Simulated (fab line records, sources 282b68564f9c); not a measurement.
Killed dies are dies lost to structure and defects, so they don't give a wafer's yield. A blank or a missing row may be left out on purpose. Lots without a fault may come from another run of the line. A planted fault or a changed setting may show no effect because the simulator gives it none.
Which tool did it? | flow rit_cmos | 14 lots, 42 wafers sampled, at 2 steps of a route of 202

WHAT THE GAUGES READ, wafer by wafer
RIT_PRETRO_TW_MEAS_10.
lot  | measured    | on            | PRETRO_TW
L477 | day 2 07:33 | film_metro-04 | 476.5 476.2 476.1
L478 | day 2 12:01 | film_metro-04 | 472.2 475.0 475.3
L482 | day 3 08:50 | film_metro-04 | 477.2 481.3 475.8
L483 | day 3 13:02 | film_metro-03 | 474.0 470.3 472.3
L485 | day 3 23:46 | film_metro-03 | 471.6 472.3 471.6
L486 | day 4 05:29 | film_metro-04 | 473.9 475.1 472.9
L487 | day 4 09:53 | film_metro-01 | 469.1 469.7 468.9
L489 | day 4 19:59 | film_metro-04 | 472.5 472.9 473.0
L491 | day 5 05:13 | film_metro-03 | 471.8 468.6 471.4
L493 | day 5 15:15 | film_metro-01 | 470.3 469.3 472.5
L494 | day 5 20:31 | film_metro-01 | 517.1 517.8 517.6
L495 | day 6 01:28 | film_metro-03 | 475.1 471.5 472.8
L496 | day 6 08:58 | film_metro-04 | 523.4 517.9 520.4
L500 | day 7 04:39 | film_metro-04 | 475.0 476.4 475.3

WHICH TOOL RAN EACH LOT (tool, then ch and the chambers of the sampled wafers, then the start)
lot  | RIT_PRETRO_IMPLANT_08
L477 | implanter-01 ch 0, day 2 07:14
L478 | implanter-01 ch 0, day 2 11:43
L482 | implanter-02 ch 0, day 3 08:33
L483 | implanter-03 ch 0, day 3 12:43
L485 | implanter-01 ch 0, day 3 23:27
L486 | implanter-03 ch 0, day 4 05:10
L487 | implanter-01 ch 0, day 4 09:35
L489 | implanter-01 ch 0, day 4 19:41
L491 | implanter-02 ch 0, day 5 04:54
L493 | implanter-02 ch 0, day 5 14:56
L494 | implanter-02 ch 0, day 5 20:11
L495 | implanter-03 ch 0, day 6 01:08
L496 | implanter-02 ch 0, day 6 08:39
L500 | implanter-03 ch 0, day 7 04:20
- RIT_PRETRO_IMPLANT_08

WHAT THE TOOLS THEMSELVES READ (means of the sampled wafers that have a number; where no wafer has one, the mark that the record gives instead)
RIT_PRETRO_IMPLANT_08.
lot  | tool         | dose_ions_cm2 | faraday_current_uA
L477 | implanter-01 | 1.1991e+13    | 38.5
L478 | implanter-01 | 1.2017e+13    | 38.7
L482 | implanter-02 | 1.2007e+13    | 37.6
L483 | implanter-03 | 1.2011e+13    | 38.1
L485 | implanter-01 | 1.2014e+13    | 38.0
L486 | implanter-03 | 1.1996e+13    | 37.9
L487 | implanter-01 | 1.2006e+13    | 38.2
L489 | implanter-01 | 1.2003e+13    | 38.1
L491 | implanter-02 | 1.2006e+13    | 37.5
L493 | implanter-02 | 1.1992e+13    | 38.3
L494 | implanter-02 | 1.6311e+13    | 51.5
L495 | implanter-03 | 1.2010e+13    | 37.3
L496 | implanter-02 | 1.6322e+13    | 51.6
L500 | implanter-03 | 1.1989e+13    | 37.8

THE ANSWER, worked out from the rows above alone
Rule: what is usual is taken from the lots themselves. Put in order of their means at a reading, lots are off if they are a third of the lots or fewer, leave a main group of 4 or more, and stand apart from it by a gap of 3 or more times the standard deviation of the main group's means; of several such gaps the widest counts. A main group whose means are all the same, to the digits that the tables above print for the reading, isn't used. A lot without any number at a reading at which 4 lots or more have one is off too. The other lots that the step has rows for count as sound. The gauges are gone through in route order, then the tools' own readings, and for those a lot's mean is taken as printed above. The first step at which some lot is off is used, and at that step the reading that is off furthest; a lot without a number counts as furthest.
Off: L494, L496, at RIT_PRETRO_TW_MEAS_10 (PRETRO_TW). The main group: mean 473.2, standard deviation 2.5.
A tool fits if, at a process step before that reading, it ran every lot that is off, and no sound lot after the first of them. The gauges at RIT_PRETRO_TW_MEAS_10 aren't tried: what is off there is off at RIT_PRETRO_IMPLANT_08 too, on other tools, and a gauge's error can't cause that. One fits: implanter-02 at RIT_PRETRO_IMPLANT_08. Its last sound lot is L493 (day 5 14:56), its first lot that is off L494 (day 5 20:11): a fault that began between those two fits.
The tool's own readings at RIT_PRETRO_IMPLANT_08 bear it out: on the lots that are off they differ by more than 5 times the standard deviation of the sound lots' means. dose_ions_cm2 reads 1.6316e+13 there against 1.2004e+13 on the sound lots; faraday_current_uA reads 51.5 there against 38.0 on the sound lots.

WHAT THE SIMULATOR HAD PUT IN
Process parameter drift: implanter-02, from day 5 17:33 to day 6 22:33, at RIT_PRETRO_IMPLANT_08. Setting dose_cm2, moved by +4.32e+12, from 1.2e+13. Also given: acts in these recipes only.
Lots struck among those shown: L494, L496. The rule above found the same.
